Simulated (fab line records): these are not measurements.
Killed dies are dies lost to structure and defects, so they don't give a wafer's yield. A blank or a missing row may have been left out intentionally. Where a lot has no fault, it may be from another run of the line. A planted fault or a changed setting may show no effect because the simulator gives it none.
What tool caused it?	flow rit-cmos	14 lots with 42 wafers sampled at 4 steps, on a route of 202 steps

WHAT THE GAUGES SHOWED, per wafer
RIT_FOX2_THK_MEAS_01.
lot	measured	on	FOX2_OXIDE_THK (nm)
L290	day 1 18:40	film-metro-04	352 345 350
L291	day 1 23:19	film-metro-04	348 349 343
L292	day 2 04:20	film-metro-04	351 354 355
L294	day 2 15:24	film-metro-04	354 356 360
L295	day 2 21:47	film-metro-04	344 345 342
L296	day 3 02:11	film-metro-01	340 354 354
L297	day 3 06:52	film-metro-04	356 355 347
L298	day 3 10:32	film-metro-01	450 445 444
L304	day 4 18:02	film-metro-04	438 436 440
L305	day 4 23:38	film-metro-03	356 354 358
L306	day 5 03:17	film-metro-01	360 363 355
L307	day 5 07:28	film-metro-03	354 359 357
L309	day 5 18:10	film-metro-01	360 362 366
L312	day 6 09:23	film-metro-04	352 359 356

RIT_FOX2_THK_MEAS_90.
lot	measured	on	FIELD_OXIDE_LEFT_1_THK (nm)
L290	day 1 19:37	film-metro-04	324 317 322
L291	day 2 00:11	film-metro-01	321 322 316
L292	day 2 05:13	film-metro-03	324 326 327
L294	day 2 16:16	film-metro-03	326 328 332
L295	day 2 22:44	film-metro-03	316 317 314
L296	day 3 03:03	film-metro-03	313 326 327
L297	day 3 07:44	film-metro-01	329 328 320
L298	day 3 11:24	film-metro-03	422 418 416
L304	day 4 18:55	film-metro-04	410 409 413
L305	day 5 00:35	film-metro-03	328 327 331
L306	day 5 04:14	film-metro-04	333 336 329
L307	day 5 08:25	film-metro-04	327 331 330
L309	day 5 19:02	film-metro-04	332 335 339
L312	day 6 10:16	film-metro-03	324 332 329

RIT_FOX2_THK_MEAS_91.
lot	measured	on	FIELD_OXIDE_LEFT_2_THK (nm)
L290	day 2 08:25	film-metro-01	255 249 254
L291	day 2 13:48	film-metro-01	253 253 248
L292	day 2 17:32	film-metro-03	255 257 259
L294	day 3 04:43	film-metro-03	258 260 264
L295	day 3 11:02	film-metro-04	248 249 246
L296	day 3 15:40	film-metro-01	246 258 259
L297	day 3 20:17	film-metro-04	262 261 252
L298	day 4 00:37	film-metro-03	354 350 348
L304	day 5 07:05	film-metro-01	343 340 345
L305	day 5 12:36	film-metro-03	261 260 264
L306	day 5 16:37	film-metro-04	266 269 262
L307	day 5 20:55	film-metro-03	259 263 262
L309	day 6 07:12	film-metro-03	265 268 271
L312	day 6 22:46	film-metro-01	257 264 262

TOOL THAT RAN EACH LOT (tool first, then ch and the chambers of the sampled wafers, then the start)
lot	RIT_FOX2_OXIDATION_00
L290	furnace-03 ch 0, day 1 17:21
L291	furnace-03 ch 0, day 1 22:00
L292	furnace-02 ch 0, day 2 03:00
L294	furnace-01 ch 0, day 2 14:05
L295	furnace-03 ch 0, day 2 20:29
L296	furnace-02 ch 0, day 3 00:51
L297	furnace-01 ch 0, day 3 05:32
L298	furnace-01 ch 0, day 3 09:11
L304	furnace-01 ch 0, day 4 16:44
L305	furnace-03 ch 0, day 4 22:19
L306	furnace-02 ch 0, day 5 01:58
L307	furnace-03 ch 0, day 5 06:08
L309	furnace-02 ch 0, day 5 16:49
L312	furnace-02 ch 0, day 6 08:04
- RIT_FOX2_OXIDATION_00: target thk 350.7 nm, ox time 1130 s.

AS READ BY THE TOOLS THEMSELVES (means over the sampled wafers that have a number; for cases with no such wafer, the mark the record gives instead)
RIT_FOX2_OXIDATION_00.
lot	tool	spike-tc-centre-C (C)	spike-tc-load-C (C)	spike-tc-source-C (C)	tube-center-temp-C (C)	tube_center_temp_C_max	zone-power-centre-pct (%)	zone-power-load-pct (%)
L290	furnace-03	1105.3	1128.3	1126.7	1100	1103.2	57.8	43.0
L291	furnace-03	1106.3	1129.2	1126.7	1100	1102.4	57.6	43.2
L292	furnace-02	1103.0	1133.0	1125.2	1100	1103.0	63.3	45.5
L294	furnace-01	1102.7	1131.6	1122.3	1100	1102.9	56.8	44.2
L295	furnace-03	1103.8	1129.5	1126.6	1100	1102.4	56.9	43.4
L296	furnace-02	1104.5	1133.4	1125.1	1100	1102.9	63.5	46.0
L297	furnace-01	1101.9	1132.2	1121.6	1100	1103.0	56.8	43.9
L298	furnace-01	1159.8	1190.1	1180.1	1157	1159.9	60.7	49.0
L304	furnace-01	1159.1	1190.1	1180.7	1157	1160.1	61.2	48.9
L305	furnace-03	1103.9	1129.4	1127.3	1100	1102.6	58.0	43.2
L306	furnace-02	1104.1	1133.5	1125.9	1100	1102.8	63.2	46.3
L307	furnace-03	1105.3	1130.7	1126.2	1100	1102.8	57.4	43.4
L309	furnace-02	1103.9	1133.7	1126.6	1100	1103.4	63.0	45.8
L312	furnace-02	1103.4	1133.0	1125.9	1100	1103.2	63.3	46.4

THE ANSWER, worked out from the rows above alone
Rule: usual is defined by the lots themselves. The widest of any qualifying gaps counts: lots, ordered by their means at a reading, are off when they make up no more than a third of the lots, leave a main group of 4 or more, and stand apart from it by 3 or more times the standard deviation of that group's means. The tables above print the reading to a certain number of digits; a main group whose means all agree to those digits is not used. Also off: a lot with no number at a reading for which 4 or more lots have one. All remaining lots with rows at the step are treated as sound. The gauges are gone through in route order, then the tools' own readings, and for those a lot's mean is taken as printed above. At the first step where some lot is off, the reading lying furthest off is the one used; lots without a number count as furthest.
Off: L298, L304, seen at RIT_FOX2_THK_MEAS_01 (FOX2_OXIDE_THK). Main group: mean 353 nm, sd 5.3.
If a tool, at a process step before that reading, ran all the lots that are off and no sound lot after the first of them, it fits. The gauges at RIT_FOX2_THK_MEAS_01 aren't tried: what is off there is off at RIT_FOX2_OXIDATION_00 too, on other tools, and a gauge's error can't cause that. One candidate fits, namely furnace-01 at RIT_FOX2_OXIDATION_00. A fault onset in the window from L297 (day 3 05:32, its last sound lot) to L298 (day 3 09:11, its first lot off) fits.
The tool's own readings at RIT_FOX2_OXIDATION_00 bear it out: on the lots that are off they differ by more than 5 times the standard deviation of the sound lots' means. spike-tc-centre-C reads 1159.4 C there against 1104.0 C on the sound lots; spike-tc-load-C reads 1190.1 C there against 1131.5 C on the sound lots; spike-tc-source-C reads 1180.4 C there against 1125.5 C on the sound lots; tube-center-temp-C reads 1157 C there against 1100 C on the sound lots; tube_center_temp_C_max reads 1160.0 there against 1102.9 on the sound lots.

WHAT THE SIMULATOR HAD INSERTED
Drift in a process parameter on furnace-01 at RIT_FOX2_OXIDATION_00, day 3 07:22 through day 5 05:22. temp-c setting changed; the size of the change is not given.
Shown lots that were struck: L298, L304. Same finding as the rule above.
